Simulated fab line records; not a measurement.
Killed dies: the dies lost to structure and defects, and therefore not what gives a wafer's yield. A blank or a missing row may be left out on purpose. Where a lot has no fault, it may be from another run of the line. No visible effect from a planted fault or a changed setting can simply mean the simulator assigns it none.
One fault seen from 2 desks    flow berkeleyCmos170    every desk sees just its own numbers, and what lay behind them comes last

## FROM THE METROLOGY DESK
Means of the sampled wafers that have a number, per lot and without regard to the tool the lot ran on: this is what the gauges read. A lot is out of limits, marked OUT, if its mean lies more than 4 standard deviations from the usual mean; the brackets give that distance.
Columns: A = SPACER_TEOS_THK at UCB170_SPACER_THK_MEAS_01, usual 376 nm; B = cdNm at UCB170_NSD_CD_MEAS_06, usual 1200.1 nm; C = SILICIDE_TI_RS at UCB170_SILICIDE_RS_MEAS_02, usual 26.1 ohm/sq; D = SILICIDE_TI_THK at UCB170_SILICIDE_THK_MEAS_03, usual 30.2 nm; E = M1_OVL at UCB170_M1_OVL_MEAS_10, usual -1 nm
lot   first seen here  A    B       C                D     E
L584  day 6 16:48      376  1200.3  26.5             30.1  4
L586  day 7 05:11      380  1201.5  26.2             30.0  4
L588  day 7 10:16      379  1198.3  26.0             30.1  -5
L587  day 7 11:28      381  1201.0  25.8             30.7  -1
L590  day 7 15:03      380  1198.4  25.8             30.8  3
L594  day 8 12:02      377  1199.0  26.5             29.9  -3
L592  day 8 12:06      376  1197.5  26.1             30.3  -1
L595  day 8 19:37      376  1201.0  28.2 (+6.5) OUT  29.2  -6
L599  day 9 04:38      380  1200.4  26.6             29.8  -2
L600  day 9 13:59      379  1199.5  26.2             30.3  -4
L602  day 10 01:54     377  1202.3  26.5             29.8  4
L604  day 10 07:28     376  1199.2  25.9             30.3  -7
L605  day 10 16:51     377  1199.1  25.9             30.3  -3
This desk reports L595 out of limits; the earliest was L595 at day 9 04:24 (SILICIDE_TI_RS at UCB170_SILICIDE_RS_MEAS_02). L584, L586, L588, L587, L590, L594, L592, L599, L600, L602, L604, L605: within limits.

## FOR THE TOOL OWNER'S DESK: pvdSputter-04
The tool's own readings at UCB170_SILICIDE_SPUTTER_01 (material Ti, target thk 30 nm, time 25 s): means of the sampled wafers that have a number, for each lot that ran on this tool. A lot is out of limits, marked OUT, if its mean lies more than 4 standard deviations from the usual mean; the brackets give that distance.
Columns: A = throttleValvePct at UCB170_SILICIDE_SPUTTER_01, usual 30.1 %
lot   first seen here  A
L588  day 7 18:25      30.4
L590  day 8 00:42      30.7
L595  day 9 04:22      30.1
Result from this desk: across the 3 lots, nothing is out of limits.

## BROUGHT TOGETHER
An alarm was possible from the metrology desk at day 9 04:24, on L595.
The desk of the tool owner found nothing out of limits.
The tool owner's desk has L595 on record, within its limits.
On pvdSputter-04, each named lot ran UCB170_SILICIDE_SPUTTER_01.

## WHAT HAD BEEN PUT IN BY THE SIMULATOR
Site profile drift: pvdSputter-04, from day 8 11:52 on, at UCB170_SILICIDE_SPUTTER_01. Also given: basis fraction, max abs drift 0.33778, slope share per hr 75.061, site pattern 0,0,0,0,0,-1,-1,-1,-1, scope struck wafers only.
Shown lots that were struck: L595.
Time in hours between the start of the fault and the first out-of-limits reading at each desk: metrology desk, 17.
